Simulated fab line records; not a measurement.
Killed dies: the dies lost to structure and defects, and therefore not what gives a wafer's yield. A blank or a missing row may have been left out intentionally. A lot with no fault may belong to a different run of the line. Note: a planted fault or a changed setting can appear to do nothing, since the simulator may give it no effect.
Problem report in the 8D (eight disciplines) form, filled by code | flow rit-cmos | the parts of the form that need people (team, actions taken, sign-off) are left out

1. WHAT IS WRONG
Mean SPACER_NITRIDE_THK at RIT_SPACER_THK_MEAS_04: 141.6 nm over 6 wafers in 2 lots; fault-free wafers: 251.0 nm, standard deviation 2.2. Relative to the usual mean, that is a shift of -50 standard deviations.
Seen first at day 7 12:20 on film-metro-01, wafer L585.3. The record holds 42 wafers of 14 lots with a number at this step. Rule for "out", or "out of limits": more than 4 standard deviations from the usual mean. The other wafers with a number count as sound.

2. WHAT IT IS AND WHAT IT IS NOT
question                    | is                           | is not
which readings at this step | SPACER_NITRIDE_THK           | -
which lots                  | L585, L586                   | L563, L564, L565, L566, L568, L570, L571, L572, L573, L574, L576, L577
which wafers of those lots  | all that have a number       | -
read on which gauges        | film-metro-01, film-metro-04 | film-metro-03
when                        | from day 7 12:20             | up to then (36 sound wafers)

3. THE SUSPECTS, EACH WITH WHAT RULES IT OUT
Counting: any tool at a process step up to the reading is kept as a suspect provided that every lot that is out went through it and no sound lot did after the first of them.
- ruled out: the gauge at RIT_SPACER_THK_MEAS_04. 2 gauges (film-metro-01, film-metro-04) read the wafers that are out.
- lpcvd-02 at RIT_SPACER_CVD_03 (deposits Si3N4 from SiH2Cl2/NH3, target thk 250 nm, time 3300 s): kept. All lots that are out passed through it, beginning with L585 at day 7 10:24, and no sound lot followed; its final sound lot before that point was L573 at day 4 22:25.
Left after counting: lpcvd-02 at RIT_SPACER_CVD_03.

4. THE CAUSE (what the simulator had put in)
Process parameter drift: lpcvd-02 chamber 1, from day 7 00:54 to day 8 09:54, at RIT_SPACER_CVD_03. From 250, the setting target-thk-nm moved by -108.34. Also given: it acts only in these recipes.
Only this tool survived the counting.

5. THE CHAIN OF EFFECTS, in route order
Rows list readings where the struck wafers' mean (over those with a number) sits beyond 3 standard deviations from the usual. Readings are gone through only where the record gives a usual standard deviation; hours: the median, over the lots, of the time from a lot's start at the first step in this table giving one to that lot's start at this step; sigmas: the change measured in usual standard deviations.
hours | step                   | reading            | usual      | on struck wafers | change | sigmas
0     | RIT_SPACER_THK_MEAS_04 | SPACER_NITRIDE_THK | 251.0 nm   | 141.6            | -109.4 | -50
0     | RIT_SPACER_ETCHBACK_05 | oes-product-au     | 0.848 a.u. | 0.583            | -0.265 | -20
Here are the process steps it includes:
- RIT_SPACER_ETCHBACK_05: etches Si3N4 in SF6/CHF3, stops on SiO2, target depth 250 nm, time 240 s.

6. HOW IT WOULD HAVE BEEN CAUGHT EARLIER
11 hours passed between the start of the fault at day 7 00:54 and the first reading out of limits at a measuring or inspecting step in this record, taken at day 7 12:20.
Tool readings at RIT_SPACER_CVD_03 with a usual standard deviation given in the record: none out on any struck wafer, hence no alarm at a limit of 4 standard deviations on them.
Of the lots that are out (2), L586 began RIT_SPACER_CVD_03 on lpcvd-02 after day 7 12:20. It would have been spared by a hold on the tool at that moment.
